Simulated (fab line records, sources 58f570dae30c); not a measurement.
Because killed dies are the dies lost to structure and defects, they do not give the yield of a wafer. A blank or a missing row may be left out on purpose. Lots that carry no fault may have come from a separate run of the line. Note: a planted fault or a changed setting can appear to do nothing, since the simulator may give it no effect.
Matching of chambers + flow berkeleyCmos170 + 4 sister chambers for UCB170_V1_CMP_02 on cmp-02
The step polishes SiO2. 8 wafers are shown with their chamber, then 8 later ones without.

WAFERS WITH THEIR CHAMBER
| wafer  | chamber | motorCurrentA (A) |
|--------|---------|-------------------|
| L365.1 | 1       | 16.3              |
| L369.4 | 3       | 16.8              |
| L369.5 | 2       | 15.8              |
| L369.6 | 3       | 16.2              |
| L376.3 | 1       | 15.3              |
| L376.4 | 2       | 17.5              |
| L376.6 | 0       | 16.7              |
| L380.2 | 0       | 16.7              |

WAFERS MISSING THEIR CHAMBER
| wafer  | motorCurrentA (A) |
|--------|-------------------|
| L380.4 | 16.9              |
| L380.5 | 15.5              |
| L384.1 | 15.6              |
| L384.3 | 16.2              |
| L384.5 | 15.7              |
| L382.1 | 16.4              |
| L382.4 | 15.8              |
| L382.5 | 16.5              |

WHICH CHAMBER EACH WENT THROUGH
| wafer  | from the rows above               | in truth |
|--------|-----------------------------------|----------|
| L380.4 | can't be placed: 0 or 2 or 3 or 1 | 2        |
| L380.5 | can't be placed: 1 or 3 or 2 or 0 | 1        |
| L384.1 | can't be placed: 1 or 3 or 2 or 0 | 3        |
| L384.3 | can't be placed: 3 or 1 or 2 or 0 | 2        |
| L384.5 | can't be placed: 1 or 3 or 2 or 0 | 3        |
| L382.1 | can't be placed: 3 or 2 or 0 or 1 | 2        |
| L382.4 | can't be placed: 1 or 3 or 2 or 0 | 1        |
| L382.5 | can't be placed: 3 or 2 or 0 or 1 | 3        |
Correctly placed: 0 of 8. These rows do not allow placing 8 (true chamber among the candidates in 8). Wrongly placed: 0.
How it was worked out, from the rows above alone: a wafer's distance from a chamber is the root of the sum, over the readings, of the square of ((its reading less the chamber's mean) divided by the reading's scatter). The wafer belongs to the nearest chamber; if the next one is less than 2 further off, it can't be placed. Each chamber's mean is taken over the wafers shown for it. The scatter: take each reading less its chamber's mean, square it, sum over the shown wafers, divide by the number of wafers less the number of chambers, and take the root.
